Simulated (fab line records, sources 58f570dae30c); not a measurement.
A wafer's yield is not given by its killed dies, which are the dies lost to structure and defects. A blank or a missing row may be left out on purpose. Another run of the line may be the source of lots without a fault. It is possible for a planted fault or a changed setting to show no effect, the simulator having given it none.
Which tool is to blame? || flow berkeley-cmos170 || 21 wafers from 7 lots sampled at 3 of the route's 331 steps

WHAT THE GAUGES SHOWED, per wafer
UCB170_FIELD_THK_MEAS_90.
{"lot": "L412", "measured": "day 5 06:14", "on": "film-metro-02", "FIELD_OXIDE_LEFT_1_THK (nm)": "438 448 433"}
{"lot": "L416", "measured": "day 5 17:17", "on": "film-metro-04", "FIELD_OXIDE_LEFT_1_THK (nm)": "435 441 436"}
{"lot": "L418", "measured": "day 6 13:28", "on": "film-metro-02", "FIELD_OXIDE_LEFT_1_THK (nm)": "433 431 441"}
{"lot": "L419", "measured": "day 6 13:32", "on": "film-metro-02", "FIELD_OXIDE_LEFT_1_THK (nm)": "454 453 443"}
{"lot": "L428", "measured": "day 8 07:37", "on": "film-metro-01", "FIELD_OXIDE_LEFT_1_THK (nm)": "442 444 445"}
{"lot": "L433", "measured": "day 10 00:08", "on": "film-metro-01", "FIELD_OXIDE_LEFT_1_THK (nm)": "447 449 445"}

TOOL THAT RAN EACH LOT (tool first, then ch and the chambers of the sampled wafers, then the start)
{"lot": "L412", "UCB170_NWELL_STRIP_15": "plasma-asher-03 ch 0,1, day 2 15:03", "UCB170_NWELL_WET_ETCH_18": "wet-bench-01 ch 0, day 2 18:08"}
{"lot": "L416", "UCB170_NWELL_STRIP_15": "plasma-asher-01 ch 0,1, day 3 03:25", "UCB170_NWELL_WET_ETCH_18": "wet-bench-01 ch 3, day 3 04:02"}
{"lot": "L418", "UCB170_NWELL_STRIP_15": "plasma-asher-02 ch 0,1, day 3 18:45", "UCB170_NWELL_WET_ETCH_18": "wet-bench-01 ch 3, day 3 21:04"}
{"lot": "L419", "UCB170_NWELL_STRIP_15": "plasma-asher-01 ch 0,1, day 4 00:52", "UCB170_NWELL_WET_ETCH_18": "wet-bench-01 ch 2, day 4 01:27"}
{"lot": "L423", "UCB170_NWELL_STRIP_15": "plasma-asher-02 ch 0,1, day 4 20:38", "UCB170_NWELL_WET_ETCH_18": "wet-bench-02 ch 2, day 4 21:00"}
{"lot": "L428", "UCB170_NWELL_STRIP_15": "plasma-asher-02 ch 1, day 5 20:10", "UCB170_NWELL_WET_ETCH_18": "wet-bench-02 ch 0, day 5 20:31"}
{"lot": "L433", "UCB170_NWELL_STRIP_15": "plasma-asher-01 ch 0,1, day 7 00:11", "UCB170_NWELL_WET_ETCH_18": "wet-bench-01 ch 1, day 7 04:19"}
- UCB170_NWELL_STRIP_15: strips in O2.
- UCB170_NWELL_WET_ETCH_18: etches Si3N4 in H3PO4, time 14400 s.

THE ANSWER, worked out from the rows above alone
Rule: the usual values come from the lots themselves. The widest of any qualifying gaps counts: lots, ordered by their means at a reading, are off when they make up no more than a third of the lots, leave a main group of 4 or more, and stand apart from it by 3 or more times the standard deviation of that group's means. The tables above print the reading to a certain number of digits; a main group whose means all agree to those digits is not used. A lot without any number at a reading at which 4 lots or more have one is off too. The other lots that the step has rows for count as sound.
No lot is off on any of the readings shown, so nothing can be concluded from this.

WHAT THE SIMULATOR HAD PUT IN
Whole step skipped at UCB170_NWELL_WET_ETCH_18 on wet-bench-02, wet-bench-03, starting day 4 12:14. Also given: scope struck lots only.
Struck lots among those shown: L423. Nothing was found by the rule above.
